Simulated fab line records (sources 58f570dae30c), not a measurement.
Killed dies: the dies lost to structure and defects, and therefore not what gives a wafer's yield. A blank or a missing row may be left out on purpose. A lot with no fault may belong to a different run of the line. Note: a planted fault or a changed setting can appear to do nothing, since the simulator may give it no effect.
Which tool was responsible?    flow berkeley-cmos170    15 lots, 45 wafers sampled, at 6 steps of a route of 331

WHAT THE GAUGES READ, wafer by wafer
UCB170_NVT_TW_MEAS_09. Usual: NVT_TW typically reads 524, with standard deviation 3.6.
lot   measured      on             NVT_TW       flag
L373  day 5 11:10   film-metro-03  528 525 525  
L372  day 5 11:26   film-metro-04  526 526 526  
L375  day 6 09:31   film-metro-03  521 523 521  
L379  day 7 06:58   film-metro-04  527 524 528  
L383  day 7 21:16   film-metro-01  520 517 518  
L384  day 7 21:26   film-metro-03  521 525 520  
L386  day 8 08:22   film-metro-04  528 527 526  
L385  day 8 08:46   film-metro-04  526 526 525  
L388  day 8 19:23   film-metro-04  525 529 529  
L390  day 9 06:58   film-metro-04  524 528 524  
L389  day 9 07:14   film-metro-03  525 527 525  
L391  day 9 13:41   film-metro-04  528 526 529  
L393  day 10 02:44  film-metro-04  530 526 523  
L394  day 10 12:28  film-metro-03  525 524 525  
L395  day 10 19:40  film-metro-01  520 518 516  

UCB170_PLDD_TW_MEAS_11. Usual: PLDD_TW typically reads 1011, with standard deviation 8.5.
lot   measured      on             PLDD_TW         flag
L373  day 6 01:42   film-metro-02  1020 1024 1021  
L372  day 6 01:29   film-metro-02  1159 1150 1156  OFF
L375  day 7 01:53   film-metro-03  1005 1007 1004  
L379  day 8 03:01   film-metro-03  1145 1147 1147  OFF
L383  day 8 12:17   film-metro-03  1146 1154 1145  OFF
L384  day 8 12:18   film-metro-02  1023 1022 1024  
L386  day 9 04:15   film-metro-03  1014 1016 1013  
L385  day 9 04:18   film-metro-02  1021 1018 1022  
L388  day 9 14:19   film-metro-01  1000 1003 997   
L390  day 10 03:35  film-metro-03  1009 1016 1007  
L389  day 10 03:28  film-metro-02  1013 1008 1010  
L391  day 10 13:16  film-metro-01  1005 1001 1002  
L393  day 10 19:01  film-metro-01  996 997 997     
L394  day 11 08:20  film-metro-03  1012 1006 1009  
L395  day 11 15:23  film-metro-01  990 994 994     

UCB170_SDANNEAL_RS_MEAS_04: a four-point-probe measurement. Usual: PLDD_RS typically reads 1031.5 ohm/sq, with standard deviation 2.9.
lot   measured      on             PLDD_RS (ohm/sq)      flag
L373  day 6 16:58   film-metro-02  1027.2 1028.3 1032.6  
L372  day 6 16:43   film-metro-03  759.5 758.9 759.0     OFF
L375  day 7 14:17   film-metro-03  1029.8 1026.5 1030.1  
L379  day 8 14:04   film-metro-01  758.7 757.8 756.1     OFF
L383  day 9 00:05   film-metro-01  756.6 753.2 758.6     OFF
L384  day 9 00:35   film-metro-03  1030.3 1032.1 1031.9  
L386  day 9 19:16   film-metro-01  1028.8 1027.3 1028.1  
L385  day 9 19:05   film-metro-02  1035.9 1034.7 1037.2  
L388  day 10 04:37  film-metro-03  1033.1 1028.6 1037.5  
L390  day 10 17:23  film-metro-02  1031.1 1029.0 1031.0  
L389  day 10 16:45  film-metro-03  1027.0 1029.7 1030.8  
L391  day 11 01:51  film-metro-02  1027.2 1026.7 1025.2  
L393  day 11 10:07  film-metro-02  1031.6 1032.2 1032.6  
L394  day 11 22:19  film-metro-02  1033.2 1034.2 1035.2  
L395  day 12 10:14  film-metro-03  1034.4 1031.2 1032.2  

EACH LOT AND THE TOOL THAT RAN IT (in order: tool; ch and the chambers of the sampled wafers; start)
lot   UCB170_GATE_STRIP_16                  UCB170_PLDD_IMPLANT_09           UCB170_NLDD_STRIP_10
L373  plasma-asher-02 ch 0,1, day 5 22:56   implanter-03 ch 0, day 6 01:27   plasma-asher-02 ch 0,1, day 6 03:58
L372  plasma-asher-04 ch 0,1, day 5 22:53   implanter-01 ch 0, day 6 00:49   plasma-asher-03 ch 0,1, day 6 03:50
L375  plasma-asher-03 ch 0,1, day 6 23:47   implanter-01 ch 0, day 7 01:38   plasma-asher-01 ch 0,1, day 7 04:21
L379  plasma-asher-04 ch 0,1, day 8 00:11   implanter-01 ch 0, day 8 02:23   plasma-asher-01 ch 0,1, day 8 04:58
L383  plasma-asher-02 ch 0,1, day 8 08:45   implanter-01 ch 0, day 8 11:43   plasma-asher-03 ch 0,1, day 8 14:27
L384  plasma-asher-04 ch 0,1, day 8 09:10   implanter-04 ch 0, day 8 12:04   plasma-asher-02 ch 0,1, day 8 13:57
L386  plasma-asher-04 ch 0,1, day 9 01:35   implanter-03 ch 0, day 9 04:00   plasma-asher-02 ch 0,1, day 9 06:13
L385  plasma-asher-02 ch 0, day 9 01:43     implanter-01 ch 0, day 9 04:04   plasma-asher-03 ch 0, day 9 06:17
L388  plasma-asher-04 ch 0,1, day 9 12:24   implanter-03 ch 0, day 9 14:04   plasma-asher-02 ch 1, day 9 15:52
L390  plasma-asher-03 ch 0,1, day 10 01:33  implanter-04 ch 0, day 10 03:22  plasma-asher-01 ch 0,1, day 10 05:58
L389  plasma-asher-04 ch 1, day 10 01:11    implanter-03 ch 0, day 10 03:14  plasma-asher-02 ch 0,1, day 10 05:43
L391  plasma-asher-03 ch 0,1, day 10 10:24  implanter-03 ch 0, day 10 13:01  plasma-asher-03 ch 0,1, day 10 15:08
L393  plasma-asher-03 ch 0,1, day 10 16:56  implanter-03 ch 0, day 10 18:46  plasma-asher-02 ch 0,1, day 10 20:40
L394  plasma-asher-04 ch 0,1, day 11 06:28  implanter-03 ch 0, day 11 08:05  plasma-asher-02 ch 0,1, day 11 10:11
L395  plasma-asher-03 ch 0,1, day 11 12:19  implanter-03 ch 0, day 11 15:10  plasma-asher-03 ch 0,1, day 11 17:48
- UCB170_GATE_STRIP_16: strips in O2.
- UCB170_PLDD_IMPLANT_09
- UCB170_NLDD_STRIP_10: strips in O2.

WHAT THE TOOLS THEMSELVES READ (means of the sampled wafers that have a number; where no wafer has one, the mark that the record gives instead)
UCB170_GATE_STRIP_16. Usual: drypump-motor-current-A 5.5 A, standard deviation 0.4; oes-product-au 0.724 a.u., standard deviation 0.0043.
lot   tool             drypump-motor-current-A (A)  oes-product-au (a.u.)  flag
L373  plasma-asher-02  5.4                          0.723                  
L372  plasma-asher-04  5.9                          0.729                  
L375  plasma-asher-03  5.2                          0.729                  
L379  plasma-asher-04  5.9                          0.723                  
L383  plasma-asher-02  5.4                          0.724                  
L384  plasma-asher-04  5.9                          0.724                  
L386  plasma-asher-04  5.8                          0.726                  
L385  plasma-asher-02  4.9                          0.725                  
L388  plasma-asher-04  5.8                          0.722                  
L390  plasma-asher-03  5.3                          0.724                  
L389  plasma-asher-04  5.6                          0.723                  
L391  plasma-asher-03  5.3                          0.721                  
L393  plasma-asher-03  5.2                          0.725                  
L394  plasma-asher-04  6.0                          0.729                  
L395  plasma-asher-03  5.2                          0.723                  

UCB170_PLDD_IMPLANT_09. Usual: faraday-current-uA reads 154 (standard deviation 5.8).
lot   tool          faraday-current-uA  flag
L373  implanter-03  148                 
L372  implanter-01  157                 
L375  implanter-01  158                 
L379  implanter-01  159                 
L383  implanter-01  159                 
L384  implanter-04  156                 
L386  implanter-03  146                 
L385  implanter-01  160                 
L388  implanter-03  149                 
L390  implanter-04  159                 
L389  implanter-03  145                 
L391  implanter-03  146                 
L393  implanter-03  154                 
L394  implanter-03  149                 
L395  implanter-03  148                 

UCB170_NLDD_STRIP_10. Usual: drypump-motor-current-A 5.5 A, standard deviation 0.48; oes-product-au 0.734 a.u., standard deviation 0.0044; strip-time-to-endpoint-s 21.68 s, standard deviation 0.076.
lot   tool             drypump-motor-current-A (A)  oes-product-au (a.u.)  strip-time-to-endpoint-s (s)  flag
L373  plasma-asher-02  5.5                          0.734                  21.71                         
L372  plasma-asher-03  5.2                          0.733                  21.54                         
L375  plasma-asher-01  6.2                          0.737                  21.77                         
L379  plasma-asher-01  6.2                          0.734                  21.72                         
L383  plasma-asher-03  5.2                          0.735                  21.68                         
L384  plasma-asher-02  5.5                          0.731                  21.65                         
L386  plasma-asher-02  5.4                          0.734                  21.74                         
L385  plasma-asher-03  5.2                          0.731                  21.60                         
L388  plasma-asher-02  5.7                          0.731                  21.79                         
L390  plasma-asher-01  6.2                          0.737                  21.70                         
L389  plasma-asher-02  5.4                          0.737                  21.62                         
L391  plasma-asher-03  5.2                          0.733                  21.71                         
L393  plasma-asher-02  5.2                          0.734                  21.61                         
L394  plasma-asher-02  5.2                          0.735                  21.74                         
L395  plasma-asher-03  5.3                          0.735                  21.63                         

THE ANSWER, worked out from the rows above alone
Rule: take the mean of a lot's wafers that have a number; if it is more than 3 standard deviations from the usual mean, the lot is off. Also off: a lot with no number at a reading for which 4 or more lots have one. The other lots that the step has rows for count as sound. After the gauges, taken in route order, come the tools' own readings; for these a lot's mean is taken, as printed above. At the first step where some lot is off, the reading lying furthest off is the one used; lots without a number count as furthest.
Off: L372, L379, L383, at UCB170_PLDD_TW_MEAS_11 (PLDD_TW).
If a tool, at a process step before that reading, ran all the lots that are off and no sound lot after the first of them, it fits. Those tools and the gauges at UCB170_PLDD_TW_MEAS_11 are tried in the same way. No candidate that was tried fits.

WHAT THE SIMULATOR PUT IN
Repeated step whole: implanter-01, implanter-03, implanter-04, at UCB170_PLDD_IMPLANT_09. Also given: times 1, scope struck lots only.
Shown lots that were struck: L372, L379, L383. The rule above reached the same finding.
